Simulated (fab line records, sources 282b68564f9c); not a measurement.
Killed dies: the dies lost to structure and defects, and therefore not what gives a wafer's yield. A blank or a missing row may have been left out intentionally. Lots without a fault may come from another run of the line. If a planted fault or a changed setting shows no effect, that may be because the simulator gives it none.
fab line records | flow rit-cmos
record: lots: 6 | wafers: 18 | last-day: 8
route steps=202 shown NSD@141 PSD@142 SDANNEAL@153 M1@202
lots untouched by any fault: they come from a run of this same line in which no faults occurred
start-h: the number of hours between the record's first day and the start of the first shown wafer of the lot | wait-h: how many hours have passed since the lot's step before this one | " as in the row above | L1.1+2: one row covering several wafers at once | - no value present, or no start provided | * or withheld: withheld | < > ~ a bound
route shown NAME@n: NAME is a module with steps in the file, n the number in the route of the first one | usual: mean/standard deviation of fault-free wafers | same: alike in all rows | chamber/n: place in a boat | sites: each site's reading | _std_site: the values' standard deviation | _edge_site: inner sites' mean taken away from outer sites' mean | radius-mm: how far each site lies from the wafer's centre | mask NAME#n: copy n | behind: the tool/chamber that last shaped the wafer | hold: the reason the lot was held/the length of the hold in hours/how it ended | device: which transistor (n, p or np) failed to switch | end of line: the route-end tests of the same wafers | where a step has no rows: the recipe by itself | killed: at the first sort, the dies lost to defects and structure; wafer yield is something else | map: per-die view of a wafer (x killed, . not killed, _ where there is no die)
set.NAME: setting as actually run; set.NAME@STEP: the setting as run at that earlier step | model.NAME: the simulator's own value behind a step, which no gauge read
lots seen at some steps along the route; tables by step, rows by wafer
services: when a tool's chamber went out of use (start-h, in hours from the record's first day, below 0 if earlier), for how many hours, and the reason
== steps ==
step: RIT_NSD_TW_MEAS_10
usual: NSD_TW: 3132/26
lot.wafer | tool          | chamber | start-h | wait-h | NSD_TW
L764.1    | film-metro-03 | -       | 60.95   | 0.1    | 3154
L764.3    | "             | -       | "       | "      | 3146
L764.6    | "             | -       | "       | "      | 3133
L773.2    | film-metro-03 | -       | 104.33  | 0.1    | 3150
L773.3    | "             | -       | "       | "      | 3156
L773.5    | "             | -       | "       | "      | 3145
L774.1    | film-metro-02 | -       | 113.27  | 0.1    | 3124
L774.2    | "             | -       | "       | "      | 3129
L774.6    | "             | -       | "       | "      | 3132
L778.4    | film-metro-04 | -       | 135.93  | 0.1    | 3120
L778.5    | "             | -       | "       | "      | 3105
L778.6    | "             | -       | "       | "      | 3110
L781.1    | film-metro-03 | -       | 165.55  | 0.1    | 3146
L781.2    | "             | -       | "       | "      | 3144
L781.3    | "             | -       | "       | "      | 3147
L782.2    | film-metro-02 | -       | 171.28  | 0.1    | 3129
L782.3    | "             | -       | "       | "      | 3113
L782.5    | "             | -       | "       | "      | 3112
step: RIT_PSD_HMDS_00
recipe: prime-time-s: 60 | prime-temp-c: 140
step: RIT_PSD_COAT_01
recipe: resist: NOVOLAK | spin-rpm: 3250 | resist-thk-nm: 1000
step: RIT_PSD_SOFTBAKE_02
recipe: resist: NOVOLAK | temp-c: 90 | time-s: 60
step: RIT_PSD_EXPOSE_03
recipe: mask-id: M10 | na: 0.57 | target-cd-nm: 40900 | dose-mj: 250
step: RIT_PSD_PEB_04
recipe: resist: NOVOLAK | temp-c: withheld | time-s: withheld
step: RIT_PSD_DEVELOP_05
recipe: resist: NOVOLAK | develop-time-s: 50 | dev-temp-c: 23
step: RIT_PSD_OVL_MEAS_06
usual: PSD_OVL: 0.3/1.6
lot.wafer | tool       | chamber | start-h | wait-h | PSD_OVL[nm]
L764.1    | overlay-02 | -       | 61.86   | -      | 1.4
L764.3    | "          | -       | "       | "      | 0.6
L764.6    | "          | -       | "       | "      | 2.5
L773.2    | overlay-01 | -       | 105.23  | -      | -0.7
L773.3    | "          | -       | "       | "      | -2.2
L773.5    | "          | -       | "       | "      | -2.4
L774.1    | overlay-02 | -       | 114.30  | -      | 0.2
L774.2    | "          | -       | "       | "      | 1.7
L774.6    | "          | -       | "       | "      | 1.6
L778.4    | overlay-01 | -       | 137.02  | -      | -2.6
L778.5    | "          | -       | "       | "      | -3.4
L778.6    | "          | -       | "       | "      | -1.6
L781.1    | overlay-02 | -       | 166.58  | -      | 1.8
L781.2    | "          | -       | "       | "      | 2.3
L781.3    | "          | -       | "       | "      | 0.4
L782.2    | overlay-02 | -       | 172.23  | -      | 2.2
L782.3    | "          | -       | "       | "      | 2.0
L782.5    | "          | -       | "       | "      | 2.4
step: RIT_PSD_HARDBAKE_07
recipe: resist: NOVOLAK | temp-c: 140 | time-s: 60
step: RIT_PSD_IMPLANT_08
recipe: species: BF2 | energy-kev: 27 | dose-cm2: 5e+15 | tilt-deg: 7
step: RIT_PSD_STRIP_09
recipe: chemistry: O2 | time-s: 180 | resist: NOVOLAK | platen-temp-c: withheld | power-w: 500 | pressure-mtorr: 4000 | o2-flow-sccm: 4000
usual: drypump-motor-current-A: 5.8/0.46
same: time-s: 180
lot.wafer | tool            | chamber | start-h | wait-h | drypump-motor-current-A | rf-hours-counter-h
L764.1    | plasma-asher-04 | 0       | 62.20   | 0.1    | 5.8                     | 43
L764.3    | "               | 0       | "       | "      | 5.8                     | -
L764.6    | "               | 0       | "       | "      | 5.8                     | -
L773.2    | plasma-asher-03 | 0       | 105.56  | 0.1    | 6.4                     | 34
L773.3    | "               | 1       | "       | "      | 5.9                     | -
L773.5    | "               | 0       | "       | "      | 6.3                     | -
L774.1    | plasma-asher-03 | 1       | 114.64  | 0.1    | 5.9                     | 35
L774.2    | "               | 0       | "       | "      | 6.4                     | 35
L774.6    | "               | 1       | "       | "      | 5.9                     | -
L778.4    | plasma-asher-03 | 1       | 137.39  | 0.1    | 6.0                     | -
L778.5    | "               | 1       | "       | "      | 6.0                     | -
L778.6    | "               | 0       | "       | "      | 6.4                     | -
L781.1    | plasma-asher-04 | 0       | 166.92  | 0.1    | 5.8                     | 4
L781.2    | "               | 1       | "       | "      | 5.9                     | 4
L781.3    | "               | 1       | "       | "      | 5.9                     | -
L782.2    | plasma-asher-04 | 0       | 172.56  | 0.1    | 5.8                     | 5
L782.3    | "               | 0       | "       | "      | 5.8                     | -
L782.5    | "               | 0       | "       | "      | 5.8                     | -
step: RIT_PSD_TW_MEAS_10
usual: PSD_TW: 3430/27
lot.wafer | tool          | chamber | start-h | wait-h | PSD_TW
L764.1    | film-metro-04 | -       | 62.37   | 0.1    | 3427
L764.3    | "             | -       | "       | "      | 3425
L764.6    | "             | -       | "       | "      | 3430
L773.2    | film-metro-03 | -       | 105.75  | 0.1    | 3471
L773.3    | "             | -       | "       | "      | 3466
L773.5    | "             | -       | "       | "      | 3469
L774.1    | film-metro-04 | -       | 114.81  | 0.1    | 3419
L774.2    | "             | -       | "       | "      | 3400
L774.6    | "             | -       | "       | "      | 3423
L778.4    | film-metro-04 | -       | 137.54  | 0.1    | 3392
L778.5    | "             | -       | "       | "      | 3405
L778.6    | "             | -       | "       | "      | 3402
L781.1    | film-metro-04 | -       | 167.09  | 0.1    | 3420
L781.2    | "             | -       | "       | "      | 3414
L781.3    | "             | -       | "       | "      | 3421
L782.2    | film-metro-02 | -       | 172.74  | 0.1    | 3425
L782.3    | "             | -       | "       | "      | 3430
L782.5    | "             | -       | "       | "      | 3418
step: RIT_SDANNEAL_CLEAN_00
recipe: chemistry: SC1 | mix: 3:3:50 | time-s: 600 | temp-c: 75
usual: temp-c: 75.01/0.14
same: time-s: 600
lot.wafer | tool         | chamber | start-h | wait-h | temp-c
L764.1    | wet-bench-01 | 0       | 62.43   | 0.1    | 74.99
L764.3    | "            | 0       | "       | "      | 75.04
L764.6    | "            | 0       | "       | "      | 75.04
L773.2    | wet-bench-01 | 0       | 105.80  | 0.0    | 74.38
L773.3    | "            | 0       | "       | "      | 74.34
L773.5    | "            | 0       | "       | "      | 74.30
L774.1    | wet-bench-01 | 3       | 114.87  | 0.1    | 74.38
L774.2    | "            | 3       | "       | "      | 74.42
L774.6    | "            | 3       | "       | "      | 74.45
L778.4    | wet-bench-03 | 2       | 137.57  | 0.0    | 74.94
L778.5    | "            | 2       | "       | "      | 74.82
L778.6    | "            | 2       | "       | "      | 74.74
L781.1    | wet-bench-02 | 3       | 167.15  | 0.1    | 75.07
L781.2    | "            | 3       | "       | "      | 75.11
L781.3    | "            | 3       | "       | "      | 75.07
L782.2    | wet-bench-03 | 2       | 172.79  | 0.0    | 74.97
L782.3    | "            | 2       | "       | "      | 75.21
L782.5    | "            | 2       | "       | "      | 74.89
step: RIT_SDANNEAL_CLEAN_01
recipe: chemistry: dHF | dilution: 50:1 | time-s: 30
step: RIT_M1_PROBE_99
usual: killed-at-contacts: 0.0/0.22 | killed-at-front-end: 6.6/2.7 | killed-dies: 6.7/2.7 | killed-open: 3.4/2 | killed-short: 3.2/1.8
same: gross-dies: 264 | killed_at_M0_to_M3: 0 | killed_at_M4_up: 0 | killed-at-back-side: 0 | killed-at-other: 0
lot.wafer | tool      | chamber | start-h | wait-h | killed-at-contacts | killed-at-front-end | killed-dies | killed-open | killed-short
L764.1    | prober-02 | -       | 71.24   | 0.1    | 0                  | 2                   | 2           | 0           | 2
L764.3    | prober-02 | -       | 71.34   | 0.2    | 1                  | 2                   | 3           | 0           | 3
L764.6    | prober-02 | -       | 71.49   | 0.2    | 0                  | 2                   | 2           | 0           | 2
L773.2    | prober-01 | -       | 114.76  | 0.1    | 0                  | 5                   | 5           | 3           | 2
L773.3    | prober-01 | -       | 114.81  | 0.2    | 0                  | 2                   | 2           | 1           | 1
L773.5    | prober-01 | -       | 114.91  | 0.2    | 0                  | 6                   | 6           | 3           | 3
L774.1    | prober-02 | -       | 122.70  | 0.1    | 0                  | 5                   | 5           | 2           | 3
L774.2    | prober-02 | -       | 122.75  | 0.1    | 0                  | 4                   | 4           | 0           | 4
L774.6    | prober-02 | -       | 122.95  | 0.2    | 0                  | 5                   | 5           | 0           | 5
L781.1    | prober-01 | -       | 175.09  | 0.1    | 0                  | 7                   | 7           | 5           | 2
L781.2    | prober-01 | -       | 175.14  | 0.1    | 0                  | 9                   | 9           | 4           | 5
L781.3    | prober-01 | -       | 175.19  | 0.2    | 0                  | 15                  | 15          | 9           | 6
L782.2    | prober-01 | -       | 181.72  | 0.1    | 0                  | 6                   | 6           | 2           | 4
L782.3    | prober-01 | -       | 181.77  | 0.2    | 0                  | 2                   | 2           | 2           | 0
L782.5    | prober-01 | -       | 181.87  | 0.2    | 0                  | 4                   | 4           | 2           | 2
killed by level:class
L764.1 GATE:geometric-particle:short=1 REOX:geometric-particle:short=1
L764.3 GATE:geometric-particle:short=2 CONTACT:geometric-particle:short=1
L764.6 GATE:geometric-particle:short=1 SILICIDE:geometric-particle:short=1
L773.2 GATE:geometric-particle:open=2 GATE:geometric-particle:short=1 SPACER:geometric-particle:short=1 SILICIDE:geometric-particle:open=1
L773.3 GATE:geometric-particle:open=1 REOX:geometric-particle:short=1
L773.5 GATE:geometric-particle:open=2 GATE:geometric-particle:short=1 REOX:geometric-particle:open=1 REOX:geometric-particle:short=1 SILICIDE:geometric-particle:short=1
L774.1 GATE:geometric-particle:short=2 FOX1:geometric-particle:short=1 GATE:geometric-particle:open=1 SILICIDE:geometric-particle:open=1
L774.2 FOX1:geometric-particle:short=1 FOX2:geometric-particle:short=1 SPACER:geometric-particle:short=1 SILICIDE:geometric-particle:short=1
L774.6 GATE:geometric-particle:short=2 REOX:geometric-particle:short=2 SPACER:geometric-particle:short=1
L781.1 GATE:geometric-particle:open=3 FOX2:geometric-particle:open=1 GATE:geometric-particle:short=1 SPACER:geometric-particle:short=1 SILICIDE:geometric-particle:open=1
L781.2 GATE:geometric-particle:open=3 REOX:geometric-particle:short=2 FOX1:geometric-particle:short=1 GATE:geometric-particle:short=1 SPACER:geometric-particle:short=1 SPACER:geometric-particle:open=1
L781.3 GATE:geometric-particle:open=5 GATE:geometric-particle:short=2 SPACER:geometric-particle:open=2 SILICIDE:geometric-particle:short=2 FOX2:geometric-particle:open=1 REOX:geometric-particle:open=1 REOX:geometric-particle:short=1 SPACER:geometric-particle:short=1
L782.2 SPACER:geometric-particle:short=2 FOX2:geometric-particle:short=1 GATE:geometric-particle:open=1 SPACER:geometric-particle:open=1 SILICIDE:geometric-particle:short=1
L782.3 GATE:geometric-particle:open=1 SILICIDE:geometric-particle:open=1
L782.5 FOX1:geometric-particle:open=1 GATE:geometric-particle:open=1 GATE:geometric-particle:short=1 SPACER:geometric-particle:short=1
== services ==
tool            | chamber | start-h | hours | kind
plasma-asher-04 | -       | 108.75  | 9.0   | pm
plasma-asher-04 | 0       | 108.75  | 9.0   | vent-cycle
plasma-asher-04 | 1       | 108.75  | 9.0   | vent-cycle
plasma-asher-04 | 0       | 117.75  | -     | clean
plasma-asher-04 | 1       | 117.75  | -     | clean
plasma-asher-04 | -       | 146.74  | 1.6   | repair
== key ==
first-sign: step: RIT_SDANNEAL_CLEAN_00 | reading: temp-c | direction: down | sigmas: 4.5 | usual: * | struck: *
effect none on later readings
met-at RIT_SDANNEAL_CLEAN_00
struck-wafers L773.2,L773.3,L773.5,L774.1,L774.2,L774.6
tester-left-out L773,L774
onset-between 62.43 105.80
fault: kind: process-parameter-drift | tool: wet-bench-01 | chamber: - | onset-h: 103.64 | steps: RIT_SDANNEAL_CLEAN_00 | channel: temp-c | offset: * | shape: step | end-h: 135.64 | acts-in: * | stated: *
tester-left-out: of these lots the tester's yield and bins aren't shown, on N5 and GAA mostly nor the transistor test; their killed dies are dies lost to structure and defects alone, not to doping, threshold or leakage, so they don't give the yield
